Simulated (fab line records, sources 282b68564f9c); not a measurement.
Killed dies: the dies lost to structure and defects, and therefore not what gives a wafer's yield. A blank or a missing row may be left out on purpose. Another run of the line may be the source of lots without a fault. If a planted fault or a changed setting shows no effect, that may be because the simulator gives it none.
One fault through the eyes of 2 desks + flow rit-cmos + each desk has only its own numbers; what lay behind them comes last

FOR THE TOOL OWNER'S DESK: rie-diel-01
The tool's own readings at RIT_SPACER_ETCHBACK_05 (etches Si3N4 in SF6/CHF3, stops on SiO2, target depth 250 nm, time 240 s): means of the sampled wafers that have a number, for each lot that ran on this tool. If a lot's mean is further than 4 standard deviations from the usual mean, the lot is out of limits and carries the mark OUT (the distance appears in the brackets).
Columns: A = drypump-motor-current-A at RIT_SPACER_ETCHBACK_05, usual 5.6 A; B = oes-product-au at RIT_SPACER_ETCHBACK_05, usual 0.846 a.u.; C = throttle-valve-pct at RIT_SPACER_ETCHBACK_05, usual 10.32 %
| lot  | first seen here | A   | B     | C     |
|------|-----------------|-----|-------|-------|
| L333 | day 4 18:52     | 5.2 | 0.851 | 10.24 |
| L340 | day 6 04:05     | 5.1 | 0.854 | 10.35 |
Finding of this desk: none of the 2 lots has anything out of limits.

AT THE METROLOGY DESK
Means of the sampled wafers that have a number, per lot and without regard to the tool the lot ran on: this is what the gauges read. If a lot's mean is further than 4 standard deviations from the usual mean, the lot is out of limits and carries the mark OUT (the distance appears in the brackets). Of its 10 readings 7 are shown: those that lie furthest out on some lot.
Columns: A = PLDD_TW at RIT_PLDD_TW_MEAS_10, usual 2333; B = SPACER_NITRIDE_THK at RIT_SPACER_THK_MEAS_04, usual 251.0 nm; C = NSD_OVL at RIT_NSD_OVL_MEAS_06, usual 0.1 nm; D = NSD_TW at RIT_NSD_TW_MEAS_10, usual 3103; E = PSD_TW at RIT_PSD_TW_MEAS_10, usual 3423; F = PSD_RS at RIT_SDANNEAL_RS_MEAS_04, usual 115.7 ohm/sq; G = PLDD_RS at RIT_SDANNEAL_RS_MEAS_06, usual 178.4 ohm/sq
| lot  | first seen here | A    | B     | C    | D    | E    | F     | G     |
|------|-----------------|------|-------|------|------|------|-------|-------|
| L333 | day 4 15:58     | 2348 | 252.2 | -1.7 | 3145 | 3461 | 115.5 | 178.1 |
| L337 | day 5 11:55     | 2351 | 252.3 | -0.1 | 3136 | 3440 | 115.4 | 177.7 |
| L340 | day 6 01:10     | 2302 | 252.4 | 1.8  | 3083 | 3452 | 115.8 | 178.7 |
| L344 | day 6 20:30     | 2302 | 254.3 | -0.3 | 3149 | 3430 | 115.4 | 177.9 |
| L348 | day 7 18:24     | 2332 | 252.2 | -0.7 | 3149 | 3432 | 116.2 | 178.4 |
Finding of this desk: none of the 5 lots has anything out of limits.

BROUGHT TOGETHER
The desk of the tool owner found nothing out of limits.
Metrology desk: nothing out of limits seen.

WHAT WAS PUT IN BY THE SIMULATOR
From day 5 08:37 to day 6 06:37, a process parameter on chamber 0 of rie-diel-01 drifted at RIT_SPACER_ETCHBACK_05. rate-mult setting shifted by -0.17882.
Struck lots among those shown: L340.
